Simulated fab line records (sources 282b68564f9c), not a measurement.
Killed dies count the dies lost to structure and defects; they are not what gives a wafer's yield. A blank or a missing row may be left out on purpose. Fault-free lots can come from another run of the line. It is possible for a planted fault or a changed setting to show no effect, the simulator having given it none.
Which tool was responsible? / flow rit-cmos / 14 lots with 42 wafers sampled at 2 steps, on a route of 202 steps

WHAT THE GAUGES SHOWED, per wafer
RIT_M1_CD_MEAS_90 targets a cd of 2600 nm.
lot=L413; measured=day 3 17:32; on=cd-sem-02; cd-nm (nm)=2601.1 2599.9 2599.8
lot=L414; measured=day 3 22:31; on=cd-sem-02; cd-nm (nm)=2601.1 2597.4 2599.2
lot=L416; measured=day 4 09:06; on=cd-sem-02; cd-nm (nm)=2599.8 2598.9 2599.6
lot=L418; measured=day 4 19:02; on=cd-sem-02; cd-nm (nm)=2597.6 2599.4 2601.4
lot=L419; measured=day 4 23:40; on=cd-sem-02; cd-nm (nm)=2595.4 2597.9 2596.0
lot=L420; measured=day 5 05:30; on=cd-sem-01; cd-nm (nm)=2606.3 2603.3 2601.7
lot=L421; measured=day 5 10:25; on=cd-sem-02; cd-nm (nm)=2606.4 2604.8 2605.1
lot=L422; measured=day 5 13:41; on=cd-sem-01; cd-nm (nm)=2602.1 2600.2 2602.1
lot=L428; measured=day 6 19:59; on=cd-sem-02; cd-nm (nm)=2589.0 2587.1 2590.3 2589.3 2587.2 2590.3
lot=L429; measured=day 7 00:43; on=cd-sem-02; cd-nm (nm)=2603.3 2600.6 2602.9
lot=L430; measured=day 7 07:27; on=cd-sem-02; cd-nm (nm)=2585.8 2586.4 2586.9 2585.5 2586.3 2586.7
lot=L431; measured=day 7 15:45; on=cd-sem-02; cd-nm (nm)=2600.9 2601.7 2601.9
lot=L432; measured=day 7 20:55; on=cd-sem-02; cd-nm (nm)=2596.2 2593.6 2594.2
lot=L434; measured=day 8 04:15; on=cd-sem-02; cd-nm (nm)=2603.2 2601.5 2604.3

TOOL THAT RAN EACH LOT (tool first, then ch and the chambers of the sampled wafers, then the start)
lot=L413; RIT_M1_METAL_ETCH_12=rie-metal-01 ch 0,1, day 3 16:59
lot=L414; RIT_M1_METAL_ETCH_12=rie-metal-03 ch 0,1, day 3 22:01
lot=L416; RIT_M1_METAL_ETCH_12=rie-metal-01 ch 0,1, day 4 08:31
lot=L418; RIT_M1_METAL_ETCH_12=rie-metal-02 ch 0,1, day 4 18:32
lot=L419; RIT_M1_METAL_ETCH_12=rie-metal-01 ch 0,1, day 4 23:10
lot=L420; RIT_M1_METAL_ETCH_12=rie-metal-03 ch 0,1, day 5 05:00
lot=L421; RIT_M1_METAL_ETCH_12=rie-metal-02 ch 0,1, day 5 09:53
lot=L422; RIT_M1_METAL_ETCH_12=rie-metal-01 ch 0,1, day 5 13:11
lot=L428; RIT_M1_METAL_ETCH_12=rie-metal-01 ch 0,1, day 6 19:29
lot=L429; RIT_M1_METAL_ETCH_12=rie-metal-03 ch 0,1, day 7 00:12
lot=L430; RIT_M1_METAL_ETCH_12=rie-metal-01 ch 0,1, day 7 06:57
lot=L431; RIT_M1_METAL_ETCH_12=rie-metal-02 ch 0,1, day 7 15:13
lot=L432; RIT_M1_METAL_ETCH_12=rie-metal-03 ch 0,1, day 7 20:25
lot=L434; RIT_M1_METAL_ETCH_12=rie-metal-02 ch 1, day 8 03:43
- RIT_M1_METAL_ETCH_12: etches Al in Cl2/BCl3, stops on SiO2, time 165 s, target depth 600 nm.

WHAT THE TOOLS THEMSELVES READ (means of the sampled wafers that have a number; where no wafer has one, the mark that the record gives instead)
RIT_M1_METAL_ETCH_12.
lot=L413; tool=rie-metal-01; bcl3-flow-sccm (sccm)=49.81; drypump-motor-current-A (A)=5.96; oes-product-au (a.u.)=0.781; throttle-valve-pct (%)=8.24
lot=L414; tool=rie-metal-03; bcl3-flow-sccm (sccm)=49.91; drypump-motor-current-A (A)=6.00; oes-product-au (a.u.)=0.768; throttle-valve-pct (%)=8.27
lot=L416; tool=rie-metal-01; bcl3-flow-sccm (sccm)=49.89; drypump-motor-current-A (A)=6.01; oes-product-au (a.u.)=0.778; throttle-valve-pct (%)=8.23
lot=L418; tool=rie-metal-02; bcl3-flow-sccm (sccm)=50.08; drypump-motor-current-A (A)=5.98; oes-product-au (a.u.)=0.777; throttle-valve-pct (%)=8.38
lot=L419; tool=rie-metal-01; bcl3-flow-sccm (sccm)=49.84; drypump-motor-current-A (A)=6.01; oes-product-au (a.u.)=0.772; throttle-valve-pct (%)=8.23
lot=L420; tool=rie-metal-03; bcl3-flow-sccm (sccm)=50.05; drypump-motor-current-A (A)=5.99; oes-product-au (a.u.)=0.766; throttle-valve-pct (%)=8.27
lot=L421; tool=rie-metal-02; bcl3-flow-sccm (sccm)=50.00; drypump-motor-current-A (A)=6.18; oes-product-au (a.u.)=0.773; throttle-valve-pct (%)=8.45
lot=L422; tool=rie-metal-01; bcl3-flow-sccm (sccm)=49.97; drypump-motor-current-A (A)=6.03; oes-product-au (a.u.)=0.770; throttle-valve-pct (%)=8.23
lot=L428; tool=rie-metal-01; bcl3-flow-sccm (sccm)=49.92; drypump-motor-current-A (A)=5.99; oes-product-au (a.u.)=0.640; throttle-valve-pct (%)=8.27
lot=L429; tool=rie-metal-03; bcl3-flow-sccm (sccm)=49.89; drypump-motor-current-A (A)=6.09; oes-product-au (a.u.)=0.772; throttle-valve-pct (%)=8.22
lot=L430; tool=rie-metal-01; bcl3-flow-sccm (sccm)=50.00; drypump-motor-current-A (A)=6.02; oes-product-au (a.u.)=0.636; throttle-valve-pct (%)=8.25
lot=L431; tool=rie-metal-02; bcl3-flow-sccm (sccm)=50.00; drypump-motor-current-A (A)=6.00; oes-product-au (a.u.)=0.769; throttle-valve-pct (%)=8.39
lot=L432; tool=rie-metal-03; bcl3-flow-sccm (sccm)=50.09; drypump-motor-current-A (A)=6.10; oes-product-au (a.u.)=0.777; throttle-valve-pct (%)=8.23
lot=L434; tool=rie-metal-02; bcl3-flow-sccm (sccm)=50.05; drypump-motor-current-A (A)=6.40; oes-product-au (a.u.)=0.765; throttle-valve-pct (%)=8.54

THE ANSWER, worked out from the rows above alone
Rule: the lots themselves supply what counts as usual. The widest of any qualifying gaps counts: lots, ordered by their means at a reading, are off when they make up no more than a third of the lots, leave a main group of 4 or more, and stand apart from it by 3 or more times the standard deviation of that group's means. Not used: any main group whose means are identical at the precision the tables above print for the reading. Also off: a lot with no number at a reading for which 4 or more lots have one. Where the step has rows for the other lots, those lots are counted as sound. After the gauges, taken in route order, come the tools' own readings; for these a lot's mean is taken, as printed above. The first step at which some lot is off is used, and at that step the reading that is off furthest; a lot without a number counts as furthest.
Off, at RIT_M1_METAL_ETCH_12 on oes-product-au: L428, L430. The main group: mean 0.772 a.u., standard deviation 0.0048.
If a tool, at that step or one of the process steps before it, ran each lot that is off and ran no sound lot following the first of them, it fits. One fits: RIT_M1_METAL_ETCH_12 on rie-metal-01. Its last sound lot is L422 (day 5 13:11), its first lot that is off L428 (day 6 19:29): a fault that began between those two fits.
The tool's own readings at RIT_M1_METAL_ETCH_12 bear it out: on the lots that are off they differ by more than 5 times the standard deviation of the sound lots' means. oes-product-au reads 0.638 a.u. there against 0.772 a.u. on the sound lots.

WHAT WAS PUT IN BY THE SIMULATOR
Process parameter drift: rie-metal-01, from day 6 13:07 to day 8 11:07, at RIT_M1_METAL_ETCH_12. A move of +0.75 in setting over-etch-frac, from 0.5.
Lots struck among those shown: L428, L430. The rule above reached the same finding.
